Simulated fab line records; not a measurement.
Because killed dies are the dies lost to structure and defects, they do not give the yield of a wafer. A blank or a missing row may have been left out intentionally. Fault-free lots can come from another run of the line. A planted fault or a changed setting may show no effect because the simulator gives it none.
Split-lot trial || flow berkeley-cmos170 || 23 wafers read from 5 lots, route of 331 steps

== ABOUT THE SPLIT ==
At UCB170_FIELD_OXIDATION_01 (target thk 558.3 nm, ox time 7200 s), the setting ox-time-s was moved away from the recipe's 7200 s on 20 of the 23 wafers read, by -13.5% to -6.2%. The other wafers ran this setting at the recipe's value.

Reading taken at the split's own step.

== THE READING ==
SiO2_of_FIELD_OXIDATION_01.thk-nm (the simulator's own value, which no gauge read), in nm, at UCB170_FIELD_OXIDATION_01 (target thk 558.3 nm, ox time 7200 s). There is no usual value for it anywhere in the file. Across the 3 wafers here that went through the recipe, the average is 557.0 nm and the standard deviation 4.9 nm.

{"wafer": "L077.1", "tool, chamber at the split": "-, -", "ox-time-s as run, s": 6412, "against the recipe": "-10.9%", "SiO2_of_FIELD_OXIDATION_01.thk-nm, nm": 529.8, "against lot-mates on the recipe": "no lot-mate on the recipe"}
{"wafer": "L077.2", "tool, chamber at the split": "-, -", "ox-time-s as run, s": 6412, "against the recipe": "-10.9%", "SiO2_of_FIELD_OXIDATION_01.thk-nm, nm": 527, "against lot-mates on the recipe": "no lot-mate on the recipe"}
{"wafer": "L077.4", "tool, chamber at the split": "-, -", "ox-time-s as run, s": 6412, "against the recipe": "-10.9%", "SiO2_of_FIELD_OXIDATION_01.thk-nm, nm": 530.5, "against lot-mates on the recipe": "no lot-mate on the recipe"}
{"wafer": "L077.5", "tool, chamber at the split": "-, -", "ox-time-s as run, s": 6412, "against the recipe": "-10.9%", "SiO2_of_FIELD_OXIDATION_01.thk-nm, nm": 519.2, "against lot-mates on the recipe": "no lot-mate on the recipe"}
{"wafer": "L077.6", "tool, chamber at the split": "-, -", "ox-time-s as run, s": 6412, "against the recipe": "-10.9%", "SiO2_of_FIELD_OXIDATION_01.thk-nm, nm": 519.5, "against lot-mates on the recipe": "no lot-mate on the recipe"}
{"wafer": "L078.1", "tool, chamber at the split": "-, -", "ox-time-s as run, s": 6750, "against the recipe": "-6.2%", "SiO2_of_FIELD_OXIDATION_01.thk-nm, nm": 551.9, "against lot-mates on the recipe": "no lot-mate on the recipe"}
{"wafer": "L078.2", "tool, chamber at the split": "-, -", "ox-time-s as run, s": 6750, "against the recipe": "-6.2%", "SiO2_of_FIELD_OXIDATION_01.thk-nm, nm": 557.4, "against lot-mates on the recipe": "no lot-mate on the recipe"}
{"wafer": "L078.4", "tool, chamber at the split": "-, -", "ox-time-s as run, s": 6750, "against the recipe": "-6.2%", "SiO2_of_FIELD_OXIDATION_01.thk-nm, nm": 554, "against lot-mates on the recipe": "no lot-mate on the recipe"}
{"wafer": "L078.5", "tool, chamber at the split": "-, -", "ox-time-s as run, s": 6750, "against the recipe": "-6.2%", "SiO2_of_FIELD_OXIDATION_01.thk-nm, nm": 551, "against lot-mates on the recipe": "no lot-mate on the recipe"}
{"wafer": "L078.6", "tool, chamber at the split": "-, -", "ox-time-s as run, s": 6750, "against the recipe": "-6.2%", "SiO2_of_FIELD_OXIDATION_01.thk-nm, nm": 556.5, "against lot-mates on the recipe": "no lot-mate on the recipe"}
{"wafer": "L079.1", "tool, chamber at the split": "-, -", "ox-time-s as run, s": 6635, "against the recipe": "-7.8%", "SiO2_of_FIELD_OXIDATION_01.thk-nm, nm": 541.8, "against lot-mates on the recipe": "no lot-mate on the recipe"}
{"wafer": "L079.3", "tool, chamber at the split": "-, -", "ox-time-s as run, s": 6635, "against the recipe": "-7.8%", "SiO2_of_FIELD_OXIDATION_01.thk-nm, nm": 541.6, "against lot-mates on the recipe": "no lot-mate on the recipe"}
{"wafer": "L079.4", "tool, chamber at the split": "-, -", "ox-time-s as run, s": 6635, "against the recipe": "-7.8%", "SiO2_of_FIELD_OXIDATION_01.thk-nm, nm": 545.2, "against lot-mates on the recipe": "no lot-mate on the recipe"}
{"wafer": "L079.5", "tool, chamber at the split": "-, -", "ox-time-s as run, s": 6635, "against the recipe": "-7.8%", "SiO2_of_FIELD_OXIDATION_01.thk-nm, nm": 542.6, "against lot-mates on the recipe": "no lot-mate on the recipe"}
{"wafer": "L079.6", "tool, chamber at the split": "-, -", "ox-time-s as run, s": 6635, "against the recipe": "-7.8%", "SiO2_of_FIELD_OXIDATION_01.thk-nm, nm": 528.7, "against lot-mates on the recipe": "no lot-mate on the recipe"}
{"wafer": "L081.1", "tool, chamber at the split": "-, -", "ox-time-s as run, s": 6231, "against the recipe": "-13.5%", "SiO2_of_FIELD_OXIDATION_01.thk-nm, nm": 511.5, "against lot-mates on the recipe": "no lot-mate on the recipe"}
{"wafer": "L081.2", "tool, chamber at the split": "-, -", "ox-time-s as run, s": 6231, "against the recipe": "-13.5%", "SiO2_of_FIELD_OXIDATION_01.thk-nm, nm": 521, "against lot-mates on the recipe": "no lot-mate on the recipe"}
{"wafer": "L081.3", "tool, chamber at the split": "-, -", "ox-time-s as run, s": 6231, "against the recipe": "-13.5%", "SiO2_of_FIELD_OXIDATION_01.thk-nm, nm": 517.6, "against lot-mates on the recipe": "no lot-mate on the recipe"}
{"wafer": "L081.4", "tool, chamber at the split": "-, -", "ox-time-s as run, s": 6231, "against the recipe": "-13.5%", "SiO2_of_FIELD_OXIDATION_01.thk-nm, nm": 515.3, "against lot-mates on the recipe": "no lot-mate on the recipe"}
{"wafer": "L081.5", "tool, chamber at the split": "-, -", "ox-time-s as run, s": 6231, "against the recipe": "-13.5%", "SiO2_of_FIELD_OXIDATION_01.thk-nm, nm": 520.9, "against lot-mates on the recipe": "no lot-mate on the recipe"}
{"wafer": "L085.3", "tool, chamber at the split": "furnace-01, 0", "ox-time-s as run, s": 7200, "against the recipe": "recipe", "SiO2_of_FIELD_OXIDATION_01.thk-nm, nm": 554.6, "against lot-mates on the recipe": "-"}
{"wafer": "L085.5", "tool, chamber at the split": "furnace-01, 0", "ox-time-s as run, s": 7200, "against the recipe": "recipe", "SiO2_of_FIELD_OXIDATION_01.thk-nm, nm": 563.8, "against lot-mates on the recipe": "-"}
{"wafer": "L085.6", "tool, chamber at the split": "furnace-01, 0", "ox-time-s as run, s": 7200, "against the recipe": "recipe", "SiO2_of_FIELD_OXIDATION_01.thk-nm, nm": 552.5, "against lot-mates on the recipe": "-"}

FIT RESULTS
A straight line over all 23 wafers: SiO2_of_FIELD_OXIDATION_01.thk-nm changes by +3.39 nm for each +1% of ox-time-s; r = +0.89; the points scatter about the line by 7.7 nm.
Too few moved wafers have a lot-mate on the recipe to fit a line with each lot's own level taken away.

== THE FILE'S OWN FIT ==
SiO2_of_FIELD_OXIDATION_01.thk-nm changes by +3.39 nm for each +1% of ox-time-s, r = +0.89.
